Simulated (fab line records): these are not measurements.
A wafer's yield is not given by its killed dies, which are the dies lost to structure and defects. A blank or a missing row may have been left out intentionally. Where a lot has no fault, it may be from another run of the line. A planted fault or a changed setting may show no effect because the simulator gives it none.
Comparing a struck lot with a sound one | flow rit-cmos | 14 out of 202 route steps
Sound: these wafers, L440.2, L440.3, L440.6. Wafers struck: L449.1, L449.2, L449.4. The cause is given at the end.
Each step with rows lists, per side, the tool, then ch with its chambers, then its first start. Under that, the readings that differ: sound wafers | struck wafers | difference of the means | sigmas: that difference in standard deviations of wafers without a fault.
alike: readings whose means differ by less than 2 such deviations, and words and numbers that are the same on both sides. not compared: withheld readings, readings that some wafer has no value for, bounds like >300 that may hide the same value, and numbers for which the record gives no deviation and whose values overlap.
A row with sigmas, a row that says differs or no value, or rows on one side alone: a step with any of these is where the two part. Numbers that have no deviation but don't overlap get no sigmas and don't part them. Lack of a reading on every wafer of one side parts them only where that side has two or more wafers.

first, 2 steps without rows for these wafers: RIT_SPACER_CLEAN_02 (cleans in SC2, time 600 s); RIT_SPACER_CVD_03 (deposits Si3N4 from SiH2Cl2/NH3, target thk 250 nm, time 3300 s).
RIT_SPACER_THK_MEAS_04:
  sound: film-metro-02 at day 3 18:34; struck: film-metro-03 at day 5 10:38
  alike: SPACER_NITRIDE_THK
RIT_SPACER_ETCHBACK_05: etches Si3N4 in SF6/CHF3, stops on SiO2, target depth 250 nm, time 240 s.
  sound on rie-diel-02 ch 1,2,3, day 3 18:37; struck on rie-diel-02 ch 0,1, day 5 10:41
  reading               | sound             | struck            | difference | sigmas
  oes-product-au (a.u.) | 0.860 0.832 0.851 | 0.825 0.826 0.819 | -0.024     | -2
  rf-fwd-power-W (W)    | 251.4 248.9 249.8 | 249.0 247.3 248.0 | -1.9       | -3
  alike: SF6_flow_sccm, drypump-motor-current-A, throttle-valve-pct
  not compared: rf-hours-counter-h
then, 6 steps without rows for these wafers: RIT_NSD_HMDS_00 (prime time 60 s); RIT_NSD_COAT_01 (resist thk 1000 nm); RIT_NSD_SOFTBAKE_02 (time 60 s); RIT_NSD_EXPOSE_03 (exposes mask M9, target cd 40700 nm); RIT_NSD_PEB_04; RIT_NSD_DEVELOP_05 (develop time 50 s).
RIT_NSD_OVL_MEAS_06:
  sound: overlay-02 at day 3 19:44; struck: overlay-01 at day 5 11:49
  alike: NSD_OVL
then, 1 step without rows for these wafers: RIT_NSD_HARDBAKE_07 (time 60 s).
RIT_NSD_IMPLANT_08:
  sound on implanter-03 ch 0, day 3 19:57; struck on implanter-04 ch 0, day 5 12:00
  reading                   | sound                | struck               | difference | sigmas
  beam-energy-keV           | 24.996 24.991 25.006 | 24.145 24.151 24.152 | -0.848     | -99 or more
  model.implant.drp-nm (nm) | 14.84 14.84 14.84    | 14.53 14.53 14.53    | -0.31      |
RIT_NSD_STRIP_09: strips in O2, time 180 s.
  sound on plasma-asher-04 ch 0,1, day 3 20:04; struck on plasma-asher-02 ch 0,1, day 5 12:09
  reading                     | sound          | struck         | difference | sigmas
  drypump-motor-current-A (A) | 6.18 6.16 6.19 | 5.86 5.65 5.64 | -0.46      | -2
  not compared: rf-hours-counter-h

WHERE THEY PART
Earliest at RIT_SPACER_ETCHBACK_05; latest, in this record, at RIT_NSD_STRIP_09.

WHY: what the simulator had put in
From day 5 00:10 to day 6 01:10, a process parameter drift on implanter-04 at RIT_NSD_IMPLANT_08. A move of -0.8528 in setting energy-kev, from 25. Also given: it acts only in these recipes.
